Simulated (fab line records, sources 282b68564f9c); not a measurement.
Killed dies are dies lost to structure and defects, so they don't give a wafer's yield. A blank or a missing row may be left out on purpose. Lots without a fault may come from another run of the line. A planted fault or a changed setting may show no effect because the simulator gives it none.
One fault seen from 2 desks | flow rit_cmos | each desk has only its own numbers; what lay behind them comes last

THE METROLOGY DESK
What the gauges read, lot by lot, whatever tool the lot ran on: means of the sampled wafers that have a number. A lot is out of limits, marked OUT, if its mean lies more than 4 standard deviations from the usual mean; the brackets give that distance.
Columns: A = NLDD_OVL at RIT_NLDD_OVL_MEAS_06, usual -0.2 nm
lot  | first seen here | A
L273 | day 2 18:54     | 1.6
L274 | day 2 22:53     | -1.2
L275 | day 3 02:48     | -0.1
L276 | day 3 08:56     | 0.3
L278 | day 3 19:45     | -0.2
L279 | day 3 23:44     | -1.2
L283 | day 4 23:25     | -1.1
L284 | day 5 00:58     | 0.1
L285 | day 5 06:38     | -149.4 (-99 or more) OUT
L286 | day 5 13:07     | -149.6 (-99 or more) OUT
L288 | day 5 21:09     | -151.0 (-99 or more) OUT
L287 | day 5 21:22     | 1.1
L289 | day 6 03:26     | -151.3 (-99 or more) OUT
L292 | day 6 16:26     | -1.1
L293 | day 6 20:41     | -0.5
L295 | day 7 08:22     | -0.3
This desk's finding: out of limits on L285, L286, L288, L289; first on L285, day 5 06:38 (NLDD_OVL at RIT_NLDD_OVL_MEAS_06). In limits: L273, L274, L275, L276, L278, L279, L283, L284, L287, L292, L293, L295.

THE TOOL OWNER'S DESK: iline_stepper-01
The tool's own readings at RIT_NLDD_EXPOSE_03 (exposes mask M7, target cd 40700 nm): means of the sampled wafers that have a number, for each lot that ran on this tool. A lot is out of limits, marked OUT, if its mean lies more than 4 standard deviations from the usual mean; the brackets give that distance.
Columns: A = reticle_temp_C at RIT_NLDD_EXPOSE_03, usual 23.00 C
lot  | first seen here | A
L275 | day 3 02:24     | 22.88
L279 | day 3 23:21     | 22.97
L283 | day 4 23:02     | 23.02
L285 | day 5 06:14     | 22.97
L286 | day 5 12:44     | 22.98
L288 | day 5 20:37     | 22.98
L289 | day 6 03:02     | 22.93
This desk's finding: nothing out of limits on any of the 7 lots.

PUT TOGETHER
The metrology desk could have raised an alarm at day 5 06:38, on L285, L286, L288, L289.
The tool owner's desk saw nothing out of limits.
The tool owner's desk has L285, L286, L288, L289 on record, within its limits.
Of the lots named, all ran RIT_NLDD_EXPOSE_03 on iline_stepper-01.

WHAT THE SIMULATOR HAD PUT IN
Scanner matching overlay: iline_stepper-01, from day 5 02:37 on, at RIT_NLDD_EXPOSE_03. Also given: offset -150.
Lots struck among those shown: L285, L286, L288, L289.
Hours from the fault's start to each desk's first reading out of limits: the metrology desk, 4.
